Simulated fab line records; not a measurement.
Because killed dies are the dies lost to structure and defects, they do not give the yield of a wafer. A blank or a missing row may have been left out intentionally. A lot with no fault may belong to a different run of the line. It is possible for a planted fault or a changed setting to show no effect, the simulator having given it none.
fab line records	flow rit-cmos
record: lots: 15	wafers: 45	last-day: 7
route steps=202 shown NRETRO@62 PRETRO@74
lots untouched by any fault: they come from a run of this same line in which no faults occurred
start-h: hours from the record's opening day to when the first of the lot's shown wafers began	wait-h: hours from the lot's prior step to this one	" the same as in the row above	L1.1+2: one row covering several wafers at once	- no value, or no start given	* or withheld: withheld	< > ~ a bound
route shown NAME@n: names a module that has steps shown in the file, with the first one's number in the route	usual: the fault-free wafers' mean and standard deviation	same: alike in all rows	chamber/n: place in a boat	sites: each site's reading	_std_site: their standard deviation	_edge_site: inner sites' mean taken away from outer sites' mean	radius-mm: for every site, how far away it sits from the centre of the wafer	mask NAME#n: copy n	behind: the tool/chamber that last shaped the wafer	hold: why the lot went on hold/how many hours it stayed there/how the hold came to an end	device: the transistor (n, p or np) that didn't switch	end of line: tests run on the same wafers once the route is complete	a step without rows: its recipe alone	killed: not the wafer's yield, but the dies lost to structure and defects at the first sort	map: a wafer's dies, x killed, . not, _ none there
set.NAME: setting as actually run; set.NAME@STEP: the setting as run at that earlier step	model.NAME: the simulator's own value behind a step, which no gauge read
route steps across a sampled set of lots; one table per step, one row per wafer
services: the hour from which a tool's chamber was out of use, counted from the record's first day as start-h (under 0 if before that day), plus the number of hours and why
== steps ==
step: RIT_NRETRO_STRIP_09
recipe: chemistry: O2	time-s: 180	resist: NOVOLAK	platen-temp-c: withheld	power-w: 500	pressure-mtorr: 4000	o2-flow-sccm: 4000
usual: chamber-pressure-mTorr: 4000/3.6	drypump-motor-current-A: 5.6/0.56
lot.wafer	tool	chamber	start-h	wait-h	chamber-pressure-mTorr	drypump-motor-current-A	rf-hours-counter-h
L224.1	plasma-asher-03	0	41.41	0.1	4002	6.3	38
L224.3	"	0	"	"	3992	6.3	-
L224.5	"	0	"	"	4000	6.3	-
L225.1	plasma-asher-03	0	44.82	0.1	4004	6.3	38
L225.2	"	1	"	"	4000	5.0	38
L225.6	"	0	"	"	3999	6.3	-
L226.2	plasma-asher-02	1	50.28	0.1	4002	6.2	40
L226.5	"	1	"	"	3998	6.1	-
L226.6	"	0	"	"	4006	5.3	-
L227.1	plasma-asher-02	1	54.86	0.1	3998	6.2	41
L227.4	"	1	"	"	4009	6.2	-
L227.6	"	0	"	"	3998	5.3	-
L228.1	plasma-asher-02	0	61.63	0.1	-	-	-
L228.2	"	1	"	"	-	-	-
L228.5	"	0	"	"	-	-	-
L229.1	plasma-asher-02	1	66.77	0.1	-	-	-
L229.3	"	1	"	"	-	-	-
L229.5	"	0	"	"	-	-	-
L230.4	plasma-asher-01	1	71.25	0.1	-	-	-
L230.5	"	0	"	"	-	-	-
L230.6	"	1	"	"	-	-	-
L238.1	plasma-asher-01	1	116.37	0.1	3999	4.8	32
L238.2	"	0	"	"	3999	5.2	32
L238.6	"	1	"	"	4004	4.8	-
L239.2	plasma-asher-03	0	116.79	0.1	3995	6.2	46
L239.5	"	0	"	"	3993	6.2	-
L239.6	"	1	"	"	4003	5.1	-
L240.1	plasma-asher-01	1	125.28	0.1	4002	4.8	33
L240.4	"	0	"	"	3999	5.2	-
L240.5	"	0	"	"	3998	5.2	-
L241.3	plasma-asher-01	0	131.12	0.1	4004	5.2	-
L241.5	"	0	"	"	3994	5.2	-
L241.6	"	1	"	"	3995	4.8	-
L242.1	plasma-asher-03	1	134.31	0.1	4005	5.1	47
L242.3	"	0	"	"	4002	6.3	-
L242.5	"	0	"	"	4000	6.3	-
L243.1	plasma-asher-02	0	138.94	0.1	4001	5.3	2
L243.3	"	1	"	"	4001	6.2	-
L243.4	"	0	"	"	4002	5.3	-
L244.3	plasma-asher-02	1	143.92	0.1	4005	6.2	-
L244.4	"	0	"	"	3997	5.3	-
L244.6	"	0	"	"	4000	5.3	-
L245.3	plasma-asher-02	1	146.24	0.1	4005	6.2	-
L245.4	"	0	"	"	4001	5.3	-
L245.5	"	0	"	"	4003	5.3	-
step: RIT_PRETRO_TW_MEAS_10
usual: PRETRO_TW: 477/3.6
lot.wafer	tool	chamber	start-h	wait-h	PRETRO_TW
L224.1	film-metro-01	-	43.27	0.1	473
L224.3	"	-	"	"	470
L224.5	"	-	"	"	473
L225.1	film-metro-02	-	46.67	0.1	480
L225.2	"	-	"	"	480
L225.6	"	-	"	"	481
L226.2	film-metro-01	-	52.01	0.1	477
L226.5	"	-	"	"	475
L226.6	"	-	"	"	479
L227.1	film-metro-01	-	56.71	0.1	474
L227.4	"	-	"	"	473
L227.6	"	-	"	"	475
L228.1	film-metro-04	-	63.42	0.1	30
L228.2	"	-	"	"	30
L228.5	"	-	"	"	30
L229.1	film-metro-02	-	68.50	0.1	30
L229.3	"	-	"	"	30
L229.5	"	-	"	"	30
L230.4	film-metro-02	-	72.94	0.1	30
L230.5	"	-	"	"	30
L230.6	"	-	"	"	30
L238.1	film-metro-04	-	118.10	0.1	481
L238.2	"	-	"	"	479
L238.6	"	-	"	"	478
L239.2	film-metro-02	-	118.65	0.1	480
L239.5	"	-	"	"	482
L239.6	"	-	"	"	480
L240.1	film-metro-02	-	127.28	0.1	482
L240.4	"	-	"	"	481
L240.5	"	-	"	"	482
L241.3	film-metro-01	-	132.94	0.1	471
L241.5	"	-	"	"	470
L241.6	"	-	"	"	474
L242.1	film-metro-01	-	136.04	0.1	473
L242.3	"	-	"	"	471
L242.5	"	-	"	"	471
L243.1	film-metro-04	-	140.88	0.1	473
L243.3	"	-	"	"	475
L243.4	"	-	"	"	475
L244.3	film-metro-04	-	145.71	0.1	477
L244.4	"	-	"	"	477
L244.6	"	-	"	"	477
L245.3	film-metro-04	-	148.05	0.1	478
L245.4	"	-	"	"	478
L245.5	"	-	"	"	476
== services ==
tool	chamber	start-h	hours	kind
plasma-asher-01	-	73.99	2.6	repair
plasma-asher-02	-	108.75	9.0	pm
plasma-asher-02	0	108.75	9.0	vent-cycle
plasma-asher-02	1	108.75	9.0	vent-cycle
plasma-asher-03	-	111.94	2.0	repair
plasma-asher-02	0	117.75	-	clean
plasma-asher-02	1	117.75	-	clean
plasma-asher-01	-	137.35	4.3	pm
plasma-asher-03	-	139.40	2.8	pm
== key ==
first-sign: step: RIT_NRETRO_STRIP_09	reading: tool-record	direction: missing
effect: step: RIT_PRETRO_TW_MEAS_10	reading: PRETRO_TW	direction: down	sigmas: 99+	usual: 477	struck: 30
met-at RIT_NRETRO_STRIP_09
struck-lots L228,L229,L230
later-rows-left-out L228.1,L228.2,L228.5,L229.1,L229.3,L229.5,L230.4,L230.5,L230.6
sort-left-out L228.1,L228.2,L228.5,L229.1,L229.3,L229.5,L230.4,L230.5,L230.6
tester-left-out L228,L229,L230
onset-between 54.86 61.63
fault: kind: skipped-step-whole	tool: plasma-asher-01,plasma-asher-02	chamber: -	onset-h: 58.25	steps: RIT_NRETRO_STRIP_09	scope: struck-lots-only
tester-left-out: of these lots the tester's yield and bins aren't shown, on N5 and GAA mostly nor the transistor test; their killed dies are dies lost to structure and defects alone, not to doping, threshold or leakage, so they don't give the yield
sort-left-out: the simulated sort isn't trusted on such a fault, so these wafers' sort isn't shown, and their yield isn't known
later-rows-left-out: the simulator's readings of these wafers behind a module that went badly wrong aren't trusted and aren't shown, but for the sort
